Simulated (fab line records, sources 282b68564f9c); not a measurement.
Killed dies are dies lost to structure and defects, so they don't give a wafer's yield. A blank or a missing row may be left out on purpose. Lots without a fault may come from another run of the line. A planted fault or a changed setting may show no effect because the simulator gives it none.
fab line records | flow rit_cmos
record lots=5 wafers=23
route steps=202 shown SPACER@128 NSD@139 SDANNEAL@154 PLDD@159 CONTACT@179
start_h: hours from the record's first day to the start of the lot's first wafer shown | wait_h: hours since the lot's step before | " the same as in the row above | L1.1+2: a row that stands for several wafers | - no value, or no start given | * or withheld: withheld | < > ~ a bound
route shown NAME@n: a module of which the file shows steps, and the number in the route of the first | usual: mean/standard deviation of fault-free wafers | same: alike in all rows | chamber/n: place in a boat | sites: the reading at each site | _std_site: their standard deviation | _edge_site: outer sites' mean less inner sites' | radius_mm: how far each site lies from the wafer's centre | mask NAME#n: copy n | behind: the tool/chamber that last shaped the wafer | hold: why the lot was held/for how many hours/how that ended | device: the transistor (n, p or np) that didn't switch | end of line: the same wafers' tests at the end of the route | a step without rows: its recipe alone | killed: dies lost to structure and defects at the first sort, not the wafer's yield | map: a wafer's dies, x killed, . not, _ none there
set.NAME: the setting as run; set.NAME@STEP: as run at that earlier step | model.NAME: the simulator's own value behind a step, which no gauge read
lots whose settings were changed on purpose; a table a step, a row a wafer
## steps
# step RIT_SPACER_CVD_03
# recipe material=Si3N4 target_thk_nm=250 temp_c=810 precursor=SiH2Cl2/NH3 time_s=3300 pressure_mtorr=300 sih2cl2_flow_sccm=60 nh3_flow_sccm=150
# columns lot.wafer tool chamber start_h wait_h set.sih2cl2_flow_sccm model.Si3N4_of_SPACER_CVD_03.thk_nm
L074.2 - - - 0.0 64.54 257.3
L074.3 " - " " 64.54 257.9
L074.4+6 " - " " 64.54 257.8
L074.5 " - " " 64.54 257.4
L077.1 - - - 0.0 64.06 254.1
L077.2 " - " " 64.06 255.4
L077.3 " - " " 64.06 253.8
L077.5 " - " " 64.06 253.5
L077.6 " - " " 64.06 253.1
L079.1 - - - 0.2 54.45 236.5
L079.2 " - " " 54.45 239.1
L079.3 " - " " 54.45 239.4
L079.4 " - " " 54.45 236.8
L079.6 " - " " 54.45 235.2
L082.1 lpcvd-02 0 92.88 0.0 60 250.8
L082.3 " 0 " " 60 249.4
L082.4 " 0 " " 60 248.3
L085.1 - - - 0.0 60 249.6
L085.3 " - " " 60 249.9
L085.4 " - " " 60 248.6
L085.5 " - " " 60 248.7
L085.6 " - " " 60 250
# step RIT_SPACER_THK_MEAS_04
# recipe reads=Si3N4_of_SPACER_CVD_03
# usual SPACER_NITRIDE_THK=249.4/2.5
# columns lot.wafer tool chamber start_h wait_h set.sih2cl2_flow_sccm@SPACER_CVD_03 SPACER_NITRIDE_THK[nm]
L074.2 film_metro-02 - - - 64.54 257.4
L074.3 " - " " 64.54 258.0
L074.4 " - " " 64.54 257.9
L074.5 " - " " 64.54 257.3
L074.6 " - " " 64.54 257.8
L077.1 film_metro-04 - - - 64.06 254.1
L077.2 " - " " 64.06 255.4
L077.3 " - " " 64.06 253.9
L077.5 " - " " 64.06 253.5
L077.6 " - " " 64.06 253.2
L079.1 film_metro-02 - - - 54.45 236.4
L079.2 " - " " 54.45 238.9
L079.3 " - " " 54.45 239.5
L079.4 " - " " 54.45 236.8
L079.6 " - " " 54.45 235.4
L082.1 film_metro-01 - 94.80 0.0 60 250.8
L082.3 " - " " 60 249.5
L082.4 " - " " 60 248.3
L085.1 film_metro-02 - - - 60 249.7
L085.3 " - " " 60 249.7
L085.4 " - " " 60 248.6
L085.5 " - " " 60 248.7
L085.6 " - " " 60 250.0
# step RIT_SPACER_ETCHBACK_05
# recipe target_depth_a=2500 SF6_flow_sccm=30 CHF3_flow_sccm=30 target=Si3N4 chemistry=SF6/CHF3 pressure_mtorr=40 rf_w=250 time_s=240 stop_on=SiO2
# columns lot.wafer tool chamber start_h wait_h set.sih2cl2_flow_sccm@SPACER_CVD_03 model.etch.depth_nm model.Si3N4_of_SPACER_CVD_03.thk_nm
L074.2 rie_diel-04 2 55.43 0.0 64.54 257.3 201.1
L074.3 " 3 " " 64.54 257.9 200.8
L074.4 " 1 " " 64.54 257.8 200.9
L074.5 " 2 " " 64.54 257.4 201.1
L074.6 " 3 " " 64.54 257.8 200.5
L077.1 rie_diel-02 2 71.09 0.1 64.06 254.1 199
L077.2 " 1 " " 64.06 255.4 199.6
L077.3 " 0 " " 64.06 253.8 197.3
L077.5 " 0 " " 64.06 253.5 198
L077.6 " 1 " " 64.06 253.1 197.5
L079.1 rie_diel-04 1 74.00 0.1 54.45 236.5 184.5
L079.2 " 3 " " 54.45 239.1 186.7
L079.3 " 2 " " 54.45 239.4 187.6
L079.4 " 0 " " 54.45 236.8 186.4
L079.6 " 0 " " 54.45 235.2 185.3
L082.1 rie_diel-01 0 94.86 0.1 60 250.8 196.1
L082.3 " 2 " " 60 249.4 195.5
L082.4 " 3 " " 60 248.3 195.5
L085.1 rie_diel-01 3 107.26 0.1 60 249.6 196.8
L085.3 " 2 " " 60 249.9 195.7
L085.4 " 0 " " 60 248.6 194.6
L085.5 " 3 " " 60 248.7 195.8
L085.6 " 2 " " 60 250 196.2
# step RIT_NSD_IMPLANT_08
# recipe species=P energy_kev=25 dose_cm2=1e+15 tilt_deg=7
# columns lot.wafer tool chamber start_h wait_h set.dose_cm2
L074.2+3+6 implanter-01 0 56.64 0.1 1e+15
L074.4+5 " 0 " " 1.045e+15
L077.1+3+5 implanter-01 0 72.40 0.1 1e+15
L077.2+6 " 0 " " 1.04e+15
L079.1+2+3 implanter-01 0 75.18 0.1 9.803e+14
L079.4+6 " 0 " " 1e+15
L082.1+3+4 implanter-01 0 96.11 0.1 1e+15
L085.1+3 implanter-01 0 108.59 0.1 9.514e+14
L085.4+5+6 " 0 " " 1e+15
# step RIT_NSD_STRIP_09
# recipe chemistry=O2 time_s=180 resist=NOVOLAK platen_temp_c=withheld power_w=500 pressure_mtorr=4000 o2_flow_sccm=4000
# columns lot.wafer tool chamber start_h wait_h set.time_s@GATE_CVD_08 model.poly-Si_of_GATE_CVD_08.thk_nm
L074.2 plasma_asher-04 0 56.77 0.1 2098 148.8
L074.3 " 1 " " 2098 151
L074.4 " 0 " " 2098 149.8
L074.5 " 0 " " 2098 149.2
L074.6 " 1 " " 2098 150.4
L077.1 plasma_asher-04 0 72.55 0.1 1983 142
L077.2 " 1 " " 1983 141.4
L077.3 " 0 " " 1983 140.1
L077.5 " 1 " " 1983 141.3
L077.6 " 0 " " 1983 141.8
L079.1 plasma_asher-04 1 75.33 0.1 1915 132.6
L079.2 " 0 " " 1915 135.1
L079.3 " 1 " " 1915 137.4
L079.4 " 0 " " 1915 136.3
L079.6 " 0 " " 1915 136.6
L082.1 plasma_asher-04 0 96.26 0.1 2220 166.2
L082.3 " 1 " " 2220 166.4
L082.4 " 0 " " 2220 167.7
L085.1 plasma_asher-02 1 108.74 0.1 2096 153.3
L085.3 " 0 " " 2096 151.6
L085.4 " 1 " " 2096 151.8
L085.5 " 0 " " 2096 152.4
L085.6 " 1 " " 2096 151.4
# step RIT_SDANNEAL_CLEAN_01
# recipe chemistry=dHF dilution=50:1 time_s=30
# columns lot.wafer tool chamber start_h wait_h set.time_s
L074.2+3+4+5+6 - - - 0.0 30
L077.1+2+3+5+6 - - - 0.0 30
L079.1+2+3+4+6 - - - 0.0 32.54
L082.1+3+4 wet_bench-04 0 98.10 0.0 30
L085.1+3+4+5+6 - - - 0.0 30
# step RIT_SDANNEAL_CLEAN_02
# recipe chemistry=SC2 mix=3:3:50 time_s=600 temp_c=75 dry=n2_spin
# step RIT_SDANNEAL_RTA_03
# recipe temp_c=1050 time_s=5 idle_temp_c=600 ramp_up_c_per_s=342 ramp_down_c_per_s=171 cool_to_c=600 ambient=N2
# step RIT_SDANNEAL_RS_MEAS_05
# recipe thk_meas_gauge=four-point-probe
# usual NSD_RS=84.63/0.28
# columns lot.wafer tool chamber start_h wait_h set.dose_cm2@NSD_IMPLANT_08 NSD_RS[ohm/sq]
L074.2 film_metro-02 - 59.13 0.1 1e+15 84.45
L074.3 " - " " 1e+15 84.18
L074.4 " - " " 1.045e+15 81.41
L074.5 " - " " 1.045e+15 81.37
L074.6 " - " " 1e+15 84.24
L077.1 film_metro-01 - 74.92 0.1 1e+15 84.50
L077.2 " - " " 1.04e+15 81.96
L077.3 " - " " 1e+15 84.26
L077.5 " - " " 1e+15 84.30
L077.6 " - " " 1.04e+15 81.69
L079.1 film_metro-02 - 77.91 0.1 9.803e+14 85.77
L079.2 " - " " 9.803e+14 85.77
L079.3 " - " " 9.803e+14 86.05
L079.4 " - " " 1e+15 84.51
L079.6 " - " " 1e+15 84.55
L082.1 film_metro-02 - 98.49 0.1 1e+15 84.56
L082.3 " - " " 1e+15 84.73
L082.4 " - " " 1e+15 84.96
L085.1 film_metro-02 - 111.23 0.1 9.514e+14 88.21
L085.3 " - " " 9.514e+14 88.05
L085.4 " - " " 1e+15 84.67
L085.5 " - " " 1e+15 84.67
L085.6 " - " " 1e+15 84.55
# step RIT_SDANNEAL_RS_MEAS_06
# recipe thk_meas_gauge=four-point-probe
# usual PLDD_RS=178.4/0.38
# columns lot.wafer tool chamber start_h wait_h set.energy_kev@PLDD_IMPLANT_08 PLDD_RS[ohm/sq]
L074.2 film_metro-02 - 59.25 0.1 19.31 181.3
L074.3 " - " " 20 178.7
L074.4 " - " " 19.31 180.8
L074.5 " - " " 19.31 181.0
L074.6 " - " " 20 178.8
L077.1 film_metro-01 - 75.04 0.1 19.63 179.2
L077.2 " - " " 20 178.1
L077.3 " - " " 20 178.5
L077.5 " - " " 19.63 179.5
L077.6 " - " " 20 177.9
L079.1 film_metro-02 - 78.03 0.1 20 178.1
L079.2 " - " " 20.49 176.2
L079.3 " - " " 20.49 176.4
L079.4 " - " " 20.49 176.4
L079.6 " - " " 20 177.8
L082.1 film_metro-02 - 98.61 0.1 20 178.8
L082.3 " - " " 20 179.5
L082.4 " - " " 20 178.6
L085.1 film_metro-02 - 111.35 0.1 19.4 180.8
L085.3 " - " " 19.4 180.9
L085.4 " - " " 19.4 180.6
L085.5 " - " " 20 178.7
L085.6 " - " " 20 178.5
# step RIT_CONTACT_ETCH_11
# recipe target_depth_a=4800 over_etch_frac=0.2 stop_on=TiSi2 chemistry=CHF3/CF4/Ar target=SiO2 CHF3_flow_sccm=50 cf4_flow_sccm=10 Ar_flow_sccm=100 O2_flow_sccm=5 pressure_mtorr=100 rf_w=200 time_s=320
# columns lot.wafer tool chamber start_h wait_h set.time_s model.NOVOLAK_of_CONTACT_COAT_03.thk_nm
L074.2 rie_diel-02 3 61.73 0.1 363 750.5
L074.3 " 0 " " 320 769.9
L074.4 " 2 " " 320 771.2
L074.5 " 1 " " 363 752.1
L074.6 " 0 " " 320 768.4
L077.1 rie_diel-04 3 77.30 0.1 320 770.5
L077.2 " 1 " " 320 770.3
L077.3 " 0 " " 320 772.6
L077.5 " 0 " " 320 771.7
L077.6 " 1 " " 320 768.4
L079.1+4 rie_diel-02 1,3 80.18 0.1 300.3 769.4
L079.2 " 0 " " 320 760.4
L079.3 " 3 " " 320 763
L079.6 " 0 " " 300.3 769.6
L082.1 rie_diel-04 2 100.75 0.1 320 769.9
L082.3 " 3 " " 320 770.2
L082.4 " 1 " " 320 769.7
L085.1 rie_diel-04 1 113.55 0.1 320 764.5
L085.3 " 2 " " 320 768.6
L085.4 " 3 " " 283.2 775.6
L085.5 " 3 " " 283.2 777.8
L085.6 " 0 " " 320 764.3
## key
split step=RIT_SPACER_CVD_03 setting=sih2cl2_flow_sccm stated=60 by=lot
response step=RIT_SPACER_CVD_03 reading=model.Si3N4_of_SPACER_CVD_03.thk_nm change=+1.11 per=1% r=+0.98
response step=RIT_SPACER_THK_MEAS_04 reading=SPACER_NITRIDE_THK change=+1.11 per=1% r=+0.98
response step=RIT_SPACER_ETCHBACK_05 reading=model.etch.depth_nm change=+1.11 per=1% r=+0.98
response step=RIT_SPACER_ETCHBACK_05 reading=model.Si3N4_of_SPACER_CVD_03.thk_nm change=+0.805 per=1% r=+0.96
split step=RIT_NSD_IMPLANT_08 setting=dose_cm2 stated=1e+15 by=wafer
response step=RIT_SDANNEAL_RS_MEAS_05 reading=NSD_RS change=-0.671 per=1% r=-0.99
split step=RIT_SDANNEAL_CLEAN_01 setting=time_s stated=30 by=lot
response none clear
split step=RIT_CONTACT_ETCH_11 setting=time_s stated=320 by=wafer
response step=RIT_CONTACT_ETCH_11 reading=model.NOVOLAK_of_CONTACT_COAT_03.thk_nm change=-1.2 per=1% r=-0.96
split outside_this_file step=RIT_GATE_CVD_08 setting=time_s
split outside_this_file step=RIT_PLDD_IMPLANT_08 setting=energy_kev
# split outside_this_file: this setting was split too, and the file shows its column; the key of that split is in another file
